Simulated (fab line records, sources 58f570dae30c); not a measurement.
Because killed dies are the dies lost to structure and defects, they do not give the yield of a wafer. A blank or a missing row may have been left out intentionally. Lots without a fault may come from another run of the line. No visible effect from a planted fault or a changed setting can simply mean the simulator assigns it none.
fab line records	flow berkeleyCmos170
record: lots: 5	wafers: 15	lastDay: 14
route steps=331 shown ACTIVE@68 PFIELD@79
lots untouched by any fault: they come from a run of this same line in which no faults occurred
startH: the number of hours between the record's first day and the start of the first shown wafer of the lot	waitH: hours from the lot's prior step to this one	" as in the row above	L1.1+2: a single row standing in for several wafers	- value missing, or start not given	* or withheld: withheld	< > ~ a bound
route shown NAME@n: a module of which the file shows steps, and the number in the route of the first	usual: mean/standard deviation taken from wafers without a fault	same: alike in all rows	chamber/n: place in a boat	sites: the reading at each site	_std_site: the standard deviation of these	_edge_site: the outer-site mean with the inner-site mean subtracted	radiusMm: how far each site lies from the wafer's centre	mask NAME#n: copy n	behind: the most recent tool/chamber to have shaped the wafer	hold: what put the lot on hold/how long, in hours/how the hold closed	device: the transistor (n, p or np) that didn't switch	end of line: the route-end tests of the same wafers	for a step that has no rows: nothing shown but its recipe	killed: at the first sort, the dies lost to defects and structure; wafer yield is something else	map: shows each die of a wafer: x if killed, . if not, _ if none is there
set.NAME: the run value of the setting; set.NAME@STEP: its run value at that earlier step	model.NAME: the simulator's own value behind a step, which no gauge read
lots at selected steps of the route; one table per step, one row per wafer
services: the hour from which a tool's chamber was out of use, counted from the record's first day as startH (under 0 if before that day), plus the number of hours and why
== steps ==
step: UCB170_ACTIVE_COAT_08
recipe: resist: KrF	spinRpm: 1500	resistThkNm: 900
lot.wafer	tool	chamber	startH	waitH
L078.2+4+5	lithoTrack-02	0	107.95	0.1
L090.2+5+6	lithoTrack-03	0	178.59	0.1
L088.2+5+6	lithoTrack-02	0	178.94	0.1
L094.1+4+5	lithoTrack-03	0	190.42	0.1
L097.2+3+6	lithoTrack-01	0	218.66	0.1
step: UCB170_ACTIVE_SOFTBAKE_09
recipe: resist: KrF	tempC: 130	timeS: 60
usual: heaterPowerTotalW: 56.80/0.046
lot.wafer	tool	chamber	startH	waitH	heaterPowerTotalW
L078.2	lithoTrack-02	0	108.10	0.1	56.83
L078.4	"	0	"	"	56.77
L078.5	"	0	"	"	56.78
L090.2	lithoTrack-03	0	178.74	0.1	56.73
L090.5	"	0	"	"	56.75
L090.6	"	0	"	"	56.81
L088.2	lithoTrack-02	0	179.09	0.1	56.83
L088.5	"	0	"	"	56.82
L088.6	"	0	"	"	56.87
L094.1	lithoTrack-03	0	190.57	0.1	56.82
L094.4	"	0	"	"	56.84
L094.5	"	0	"	"	56.83
L097.2	lithoTrack-01	0	218.81	0.1	56.77
L097.3	"	0	"	"	56.87
L097.6	"	0	"	"	56.81
step: UCB170_ACTIVE_EXPOSE_10
recipe: maskId: ACTIVE	targetCdNm: 1200	na: 0.5	sigmaOuter: 0.6	sourceShape: conventional	doseMj: 20
lot.wafer	tool	chamber	startH	waitH	mask
L078.2+4+5	krfScanner-01	0	108.48	0.4	ACTIVE#0
L090.2+5+6	krfScanner-01	0	179.06	0.3	ACTIVE#0
L088.2+5+6	krfScanner-02	0	179.36	0.2	ACTIVE#0
L094.1+4+5	krfScanner-01	0	191.09	0.5	ACTIVE#0
L097.2+3+6	krfScanner-02	0	219.31	0.5	ACTIVE#0
step: UCB170_ACTIVE_PEB_11
recipe: pebTempC: 130	pebTimeS: withheld	resist: KrF
usual: heaterPowerTotalW: 56.80/0.049
lot.wafer	tool	chamber	startH	waitH	heaterPowerTotalW
L078.2	lithoTrack-02	0	108.97	0.5	56.82
L078.4	"	0	"	"	56.84
L078.5	"	0	"	"	56.82
L090.2	lithoTrack-03	0	179.44	0.4	56.82
L090.5	"	0	"	"	56.81
L090.6	"	0	"	"	56.75
L088.2	lithoTrack-02	0	179.51	0.1	56.75
L088.5	"	0	"	"	56.86
L088.6	"	0	"	"	56.78
L094.1	lithoTrack-03	0	191.21	0.1	56.84
L094.4	"	0	"	"	56.76
L094.5	"	0	"	"	56.80
L097.2	lithoTrack-03	0	219.64	0.3	56.83
L097.3	"	0	"	"	56.81
L097.6	"	0	"	"	56.75
step: UCB170_ACTIVE_DEVELOP_12
recipe: developer: TMAH	developTimeS: 45	resist: KrF	devTempC: 21
lot.wafer	tool	chamber	startH	waitH
L078.2+4+5	lithoTrack-02	0	-	-
L090.2+5+6	lithoTrack-03	0	-	-
L088.2+5+6	lithoTrack-02	0	-	-
L094.1+4+5	lithoTrack-03	0	-	-
L097.2+3+6	lithoTrack-03	0	-	-
step: UCB170_ACTIVE_CD_MEAS_13
recipe: targetCdNm: 1200
usual: cdNm: 1199.8/1.4
lot.wafer	tool	chamber	startH	waitH	cdNm
L078.2	cdSem-02	-	109.24	-	1196.6
L078.4	"	-	"	"	1197.9
L078.5	"	-	"	"	1198.6
L090.2	cdSem-01	-	179.79	-	1202.6
L090.5	"	-	"	"	1200.7
L090.6	"	-	"	"	1201.0
L088.2	cdSem-01	-	180.03	-	1199.8
L088.5	"	-	"	"	1200.2
L088.6	"	-	"	"	1200.3
L094.1	cdSem-01	-	191.48	-	1199.8
L094.4	"	-	"	"	1198.7
L094.5	"	-	"	"	1200.0
L097.2	cdSem-01	-	219.91	-	1198.4
L097.3	"	-	"	"	1198.0
L097.6	"	-	"	"	1198.1
step: UCB170_ACTIVE_OVL_MEAS_14
usual: ACTIVE_OVL: 3/6
lot.wafer	tool	chamber	startH	waitH	ACTIVE_OVL[nm]
L078.2	overlay-01	-	109.35	0.1	9
L078.4	"	-	"	"	0
L078.5	"	-	"	"	5
L090.2	overlay-02	-	179.90	0.1	-2
L090.5	"	-	"	"	-7
L090.6	"	-	"	"	2
L088.2	overlay-02	-	180.14	0.1	5
L088.5	"	-	"	"	3
L088.6	"	-	"	"	6
L094.1	overlay-01	-	191.60	0.1	9
L094.4	"	-	"	"	19
L094.5	"	-	"	"	9
L097.2	overlay-01	-	220.01	0.1	-4
L097.3	"	-	"	"	-5
L097.6	"	-	"	"	3
step: UCB170_ACTIVE_ETCH_15
recipe: chemistry: CH3F/Ar/O2	target: Si3N4	stopOn: SiO2	CH3F_flow_sccm: 20	Ar_flow_sccm: 50	O2_flow_sccm: 7	pressureMtorr: 50	rfW: 450	targetDepthA: 2420	overEtchFrac: 0.1	timeS: 151
usual: chamberPressureMTorr: 50.00/0.047	drypumpMotorCurrentA: 5.8/0.56	oesProductAu: 0.944/0.012	throttleValvePct: 8.00/0.12
lot.wafer	tool	chamber	startH	waitH	chamberPressureMTorr	drypumpMotorCurrentA	oesProductAu	rfHoursCounterH	throttleValvePct
L078.2	rieDiel-04	1	109.38	0.0	50.02	5.0	0.968	125	7.98
L078.4	"	2	"	"	49.93	5.7	0.957	13	7.97
L078.5	"	3	"	"	49.98	6.6	0.926	-	8.17
L090.2	rieDiel-04	2	179.93	0.0	50.05	5.7	0.961	16	7.95
L090.5	"	3	"	"	49.96	6.6	0.944	-	8.19
L090.6	"	2	"	"	49.98	5.7	0.962	-	7.96
L088.2	rieDiel-03	0	180.17	0.0	50.05	5.7	0.945	134	8.08
L088.5	"	1	"	"	50.01	5.1	0.946	-	8.03
L088.6	"	2	"	"	50.05	5.3	0.938	-	7.83
L094.1	rieDiel-03	0	191.64	0.0	50.01	5.7	0.944	134	8.07
L094.4	"	0	"	"	49.98	5.7	0.954	-	8.09
L094.5	"	2	"	"	50.05	5.3	0.943	-	7.85
L097.2	rieDiel-01	0	220.04	0.0	50.02	6.8	0.925	92	8.11
L097.3	"	1	"	"	49.90	5.8	0.950	86	8.24
L097.6	"	0	"	"	49.97	6.8	0.921	-	8.09
step: UCB170_ACTIVE_STRIP_16
recipe: chemistry: O2	powerW: 400	pressureMtorr: 3500	platenTempC: withheld	o2FlowSccm: 400	overashFraction: 0.5
usual: chamberPressureMTorr: 3500/3.1	drypumpMotorCurrentA: 6.15/0.28	oesProductAu: 0.721/0.0049	stripTimeToEndpointS: 18.06/0.071
lot.wafer	tool	chamber	startH	waitH	chamberPressureMTorr	drypumpMotorCurrentA	oesProductAu	rfHoursCounterH	stripTimeToEndpointS
L078.2	plasmaAsher-02	1	109.48	0.1	3499	5.68	0.726	32	18.07
L078.4	"	0	"	"	3502	6.20	0.718	-	18.27
L078.5	"	0	"	"	3503	6.23	0.724	-	18.09
L090.2	plasmaAsher-03	1	180.03	0.1	3505	5.86	0.718	6	18.23
L090.5	"	0	"	"	3504	6.54	0.710	-	18.11
L090.6	"	1	"	"	3498	5.87	0.721	-	18.13
L088.2	plasmaAsher-02	1	180.27	0.1	3500	5.68	0.735	39	18.04
L088.5	"	0	"	"	3506	6.24	0.727	-	18.05
L088.6	"	1	"	"	3500	5.68	0.719	-	18.03
L094.1	plasmaAsher-02	0	191.79	0.1	3497	6.21	0.720	40	18.06
L094.4	"	0	"	"	3502	6.22	0.716	-	18.12
L094.5	"	1	"	"	3501	5.69	0.725	-	17.97
L097.2	plasmaAsher-01	1	220.14	0.1	3504	6.25	0.722	44	18.09
L097.3	"	0	"	"	3499	6.29	0.727	-	18.11
L097.6	"	1	"	"	3501	6.24	0.713	-	18.04
step: UCB170_ACTIVE_CD_MEAS_90
recipe: targetCdNm: 1200
usual: cdNm: 1199.7/1.4
lot.wafer	tool	chamber	startH	waitH	cdNm
L078.2	cdSem-02	-	109.60	0.1	1196.8
L078.4	"	-	"	"	1197.7
L078.5	"	-	"	"	1198.2
L090.2	cdSem-01	-	180.39	0.3	1202.5
L090.5	"	-	"	"	1200.8
L090.6	"	-	"	"	1200.6
L088.2	cdSem-01	-	180.51	0.2	1199.6
L088.5	"	-	"	"	1200.1
L088.6	"	-	"	"	1200.7
L094.1	cdSem-01	-	191.89	0.1	1199.4
L094.4	"	-	"	"	1198.4
L094.5	"	-	"	"	1199.8
L097.2	cdSem-01	-	220.26	0.1	1198.4
L097.3	"	-	"	"	1198.1
L097.6	"	-	"	"	1197.6
step: UCB170_ACTIVE_CLEAN_17
recipe: chemistry: SPM	tempC: 120	timeS: 600
lot.wafer	tool	chamber	startH	waitH
L078.2+4+5	wetBench-02	3	109.84	0.2
L090.2+5+6	wetBench-01	1	180.49	0.1
L088.2+5+6	wetBench-02	3	180.61	0.1
L094.1+4+5	wetBench-04	0	194.66	2.7
L097.2+3+6	wetBench-04	2	220.41	0.1
step: UCB170_PFIELD_HMDS_00
recipe: primeTimeS: 60	primeTempC: 100
lot.wafer	tool	chamber	startH	waitH
L078.2+4+5	lithoTrack-03	0	110.04	0.0
L090.2+5+6	lithoTrack-01	0	180.69	0.0
L088.2+5+6	lithoTrack-01	0	181.14	0.4
L094.1+4+5	lithoTrack-04	0	195.11	0.3
L097.2+3+6	lithoTrack-04	0	220.75	0.2
step: UCB170_PFIELD_COAT_01
recipe: resist: KrF	spinRpm: 1500	resistThkNm: 900
lot.wafer	tool	chamber	startH	waitH
L078.2+4+5	lithoTrack-03	0	110.19	0.1
L090.2+5+6	lithoTrack-01	0	180.84	0.1
L088.2+5+6	lithoTrack-01	0	181.29	0.1
L094.1+4+5	lithoTrack-04	0	195.26	0.1
L097.2+3+6	lithoTrack-04	0	220.90	0.1
step: UCB170_PFIELD_SOFTBAKE_02
recipe: resist: KrF	tempC: 130	timeS: 60
usual: heaterPowerTotalW: 56.80/0.045
lot.wafer	tool	chamber	startH	waitH	heaterPowerTotalW
L078.2	lithoTrack-03	0	110.34	0.1	56.80
L078.4	"	0	"	"	56.77
L078.5	"	0	"	"	56.83
L090.2	lithoTrack-01	0	180.99	0.1	56.80
L090.5	"	0	"	"	56.82
L090.6	"	0	"	"	56.81
L088.2	lithoTrack-01	0	181.44	0.1	56.81
L088.5	"	0	"	"	56.84
L088.6	"	0	"	"	56.78
L094.1	lithoTrack-04	0	195.41	0.1	56.78
L094.4	"	0	"	"	56.80
L094.5	"	0	"	"	56.74
L097.2	lithoTrack-04	0	221.05	0.1	56.83
L097.3	"	0	"	"	56.77
L097.6	"	0	"	"	56.83
step: UCB170_PFIELD_EXPOSE_03
recipe: maskId: PFIELD	na: 0.5	sigmaOuter: 0.6	sourceShape: conventional	targetCdNm: 1500	doseMj: 30
lot.wafer	tool	chamber	startH	waitH	mask
L078.2+4+5	krfScanner-01	0	110.61	0.2	PFIELD#0
L090.2+5+6	krfScanner-01	0	181.26	0.2	PFIELD#0
L088.2+5+6	krfScanner-01	0	181.58	0.1	PFIELD#0
L094.1+4+5	krfScanner-01	0	195.68	0.2	PFIELD#0
L097.2+3+6	krfScanner-01	0	221.20	0.1	PFIELD#0
== services ==
tool	chamber	startH	hours	kind
krfScanner-02	-	84.12	1.3	pm
plasmaAsher-01	-	88.19	2.8	pm
rieDiel-04	2	89.38	6.4	repair
plasmaAsher-02	-	97.55	0.5	repair
krfScanner-02	-	98.46	3.9	repair
rieDiel-04	1	101.52	3.9	repair
plasmaAsher-03	-	108.75	9.0	pm
plasmaAsher-03	0	108.75	9.0	ventCycle
rieDiel-04	-	113.32	2.8	pm
rieDiel-03	-	115.03	1.2	repair
krfScanner-02	-	117.52	1.0	pm
krfScanner-01	-	119.05	1.3	pm
rieDiel-01	3	124.46	8.4	repair
krfScanner-02	-	133.40	0.8	pm
rieDiel-04	3	134.02	-	clean
rieDiel-04	3	134.02	18.9	scheduledDown
rieDiel-04	3	134.02	18.9	ventCycle
krfScanner-02	-	155.36	0.8	pm
wetBench-02	-	156.37	1.1	repair
plasmaAsher-03	-	158.33	0.9	repair
rieDiel-03	3	181.73	14.2	repair
rieDiel-03	1	186.50	8.4	repair
krfScanner-01	-	193.96	1.0	pm
krfScanner-02	-	199.80	4.0	pm
== key ==
fault none
